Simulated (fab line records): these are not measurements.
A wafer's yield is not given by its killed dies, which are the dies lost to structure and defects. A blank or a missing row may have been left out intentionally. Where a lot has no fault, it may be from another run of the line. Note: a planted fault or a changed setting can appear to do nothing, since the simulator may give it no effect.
Which of the tools did it? :: flow berkeley cmos170 :: 24 wafers from 8 lots sampled at 3 of the route's 331 steps

## WHAT EACH GAUGE READ, for each wafer
UCB170_PLDD_TW_MEAS_11.
lot: L360
measured: day 7 09:15
on: film metro-01
PLDD_TW: 1002 1004 1004

lot: L362
measured: day 7 18:08
on: film metro-01
PLDD_TW: 1000 1004 997

lot: L361
measured: day 7 18:02
on: film metro-02
PLDD_TW: 1018 1018 1017

lot: L363
measured: day 8 01:07
on: film metro-01
PLDD_TW: 996 998 993

lot: L365
measured: day 8 14:22
on: film metro-04
PLDD_TW: 885 886 884

lot: L364
measured: day 8 14:38
on: film metro-04
PLDD_TW: 888 888 885

lot: L366
measured: day 8 23:56
on: film metro-02
PLDD_TW: 877 873 880

lot: L367
measured: day 8 23:59
on: film metro-01
PLDD_TW: 866 868 876

## TOOL THAT RAN EACH LOT (tool first, then ch and the chambers of the sampled wafers, then the start)
lot: L360
UCB170_GATE_ETCH_14: rie diel-02 ch 0,2,3, day 7 06:52
UCB170_PLDD_IMPLANT_09: implanter-01 ch 0, day 7 09:00

lot: L362
UCB170_GATE_ETCH_14: rie diel-04 ch 1,2,3, day 7 12:58
UCB170_PLDD_IMPLANT_09: implanter-03 ch 0, day 7 17:53

lot: L361
UCB170_GATE_ETCH_14: rie diel-01 ch 1,3, day 7 13:14
UCB170_PLDD_IMPLANT_09: implanter-04 ch 0, day 7 17:46

lot: L363
UCB170_GATE_ETCH_14: rie diel-02 ch 0,2, day 7 22:15
UCB170_PLDD_IMPLANT_09: implanter-04 ch 0, day 8 00:52

lot: L365
UCB170_GATE_ETCH_14: rie diel-04 ch 0,1,2, day 8 11:43
UCB170_PLDD_IMPLANT_09: implanter-01 ch 0, day 8 14:05

lot: L364
UCB170_GATE_ETCH_14: rie diel-02 ch 0,2, day 8 11:44
UCB170_PLDD_IMPLANT_09: implanter-04 ch 0, day 8 14:23

lot: L366
UCB170_GATE_ETCH_14: rie diel-01 ch 0,1,2, day 8 20:10
UCB170_PLDD_IMPLANT_09: implanter-04 ch 0, day 8 23:41

lot: L367
UCB170_GATE_ETCH_14: rie diel-02 ch 2,3, day 8 20:11
UCB170_PLDD_IMPLANT_09: implanter-01 ch 0, day 8 23:45
- UCB170_GATE_ETCH_14: etches BARC in N2/H2.
- UCB170_PLDD_IMPLANT_09

## THE ANSWER, worked out from the rows above alone
Rule: the usual values come from the lots themselves. The widest of any qualifying gaps counts: lots, ordered by their means at a reading, are off when they make up no more than a third of the lots, leave a main group of 4 or more, and stand apart from it by 3 or more times the standard deviation of that group's means. If all means in a main group match to the digits the tables above print for the reading, that group is not used. Also off: a lot with no number at a reading for which 4 or more lots have one. All remaining lots with rows at the step are treated as sound.
No lot is off on any of the readings shown, so nothing can be concluded from this.

## WHAT HAD BEEN PUT IN BY THE SIMULATOR
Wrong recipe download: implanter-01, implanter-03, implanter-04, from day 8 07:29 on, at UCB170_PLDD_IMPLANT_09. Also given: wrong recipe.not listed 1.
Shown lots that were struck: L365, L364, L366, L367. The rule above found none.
